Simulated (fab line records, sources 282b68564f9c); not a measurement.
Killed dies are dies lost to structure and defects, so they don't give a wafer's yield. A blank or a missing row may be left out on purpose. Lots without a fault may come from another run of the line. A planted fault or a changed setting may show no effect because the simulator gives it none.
A struck lot beside a sound one | flow rit_cmos | 19 steps out of a route of 202
Sound: wafers L670.1, L670.2, L670.3. Struck: wafers L680.2, L680.3, L680.4. The cause comes at the end.
At each step with rows: each side's tool, then ch and its chambers, then its first start. Under that, the readings that differ: sound wafers | struck wafers | difference of the means | sigmas: that difference in standard deviations of wafers without a fault.
alike: readings whose means differ by less than 2 such deviations, and words and numbers that are the same on both sides. not compared: withheld readings, readings that some wafer has no value for, bounds like >300 that may hide the same value, and numbers for which the record gives no deviation and whose values overlap.
The two part at a step that has a row with sigmas, a row that says differs or no value, or rows on one side only. Numbers that don't overlap but have no deviation are shown without sigmas and don't part them. A reading that every wafer of one side lacks parts them only if that side has two wafers or more.

first, 2 steps without rows for these wafers: RIT_PWELL_HARDBAKE_07 (time 120 s); RIT_PWELL_IMPLANT_08.
RIT_PWELL_STRIP_09: strips in O2, time 180 s.
  sound on plasma_asher-03 ch 0,1, day 2 15:25; struck on plasma_asher-01 ch 0,1, day 4 20:37
  alike: drypump_motor_current_A
  not compared: rf_hours_counter_h
RIT_PWELL_TW_MEAS_10:
  sound on film_metro-04, day 2 15:35; struck on film_metro-03, day 4 20:48
  reading  | sound       | struck      | difference | sigmas
  PWELL_TW | 950 953 954 | 967 970 968 | +16        | +3
then, 1 step without rows for these wafers: RIT_WELLDRIVE_ANNEAL_00 (time 14700 s).
RIT_WELLDRIVE_RS_MEAS_01: measures by four-point-probe.
  sound on film_metro-03, day 2 21:51; struck on film_metro-01, day 5 02:37
  alike: NWELL_RS
RIT_WELLDRIVE_RS_MEAS_02: measures by four-point-probe.
  sound on film_metro-03, day 2 21:58; struck on film_metro-01, day 5 02:44
  alike: PWELL_RS
then, 5 steps without rows for these wafers: RIT_NRETRO_HMDS_00 (prime time 60 s); RIT_NRETRO_COAT_01 (resist thk 1300 nm); RIT_NRETRO_SOFTBAKE_02 (time 60 s); RIT_NRETRO_EXPOSE_03 (exposes mask M4, target cd 43900 nm); RIT_NRETRO_PEB_04.
RIT_NRETRO_DEVELOP_05: develop time 68 s.
  sound on litho_track-03 ch 0, day 2 22:00; struck on litho_track-03 ch 0, day 5 03:00
  alike: chill_plate_temp_C
RIT_NRETRO_OVL_MEAS_06:
  sound on overlay-02, day 2 23:05; struck on overlay-02, day 5 03:50
  reading         | sound          | struck      | difference | sigmas
  NRETRO_OVL (nm) | -2.0 -3.4 -1.7 | 3.9 2.4 2.2 | +5.2       | +3
then, 2 steps without rows for these wafers: RIT_NRETRO_HARDBAKE_07 (time 120 s); RIT_NRETRO_IMPLANT_08.
RIT_NRETRO_STRIP_09: strips in O2, time 180 s.
  sound on plasma_asher-02 ch 0,1, day 2 23:31; struck on plasma_asher-02 ch 0,1, day 5 04:16
  alike: drypump_motor_current_A
  not compared: rf_hours_counter_h
RIT_NRETRO_TW_MEAS_10:
  sound on film_metro-04, day 2 23:41; struck on film_metro-01, day 5 04:41
  reading   | sound          | struck      | difference | sigmas
  NRETRO_TW | 1053 1059 1052 | 231 234 235 | -821       | -99 or more
  not compared: hold
RIT_M1_PROBE_99:
  the record has rows for the sound wafers here (prober-02, day 4 06:29) and none for the struck ones

WHERE THEY PART
First at RIT_PWELL_TW_MEAS_10; last, within this record, at RIT_M1_PROBE_99.

WHY: what the simulator had put in
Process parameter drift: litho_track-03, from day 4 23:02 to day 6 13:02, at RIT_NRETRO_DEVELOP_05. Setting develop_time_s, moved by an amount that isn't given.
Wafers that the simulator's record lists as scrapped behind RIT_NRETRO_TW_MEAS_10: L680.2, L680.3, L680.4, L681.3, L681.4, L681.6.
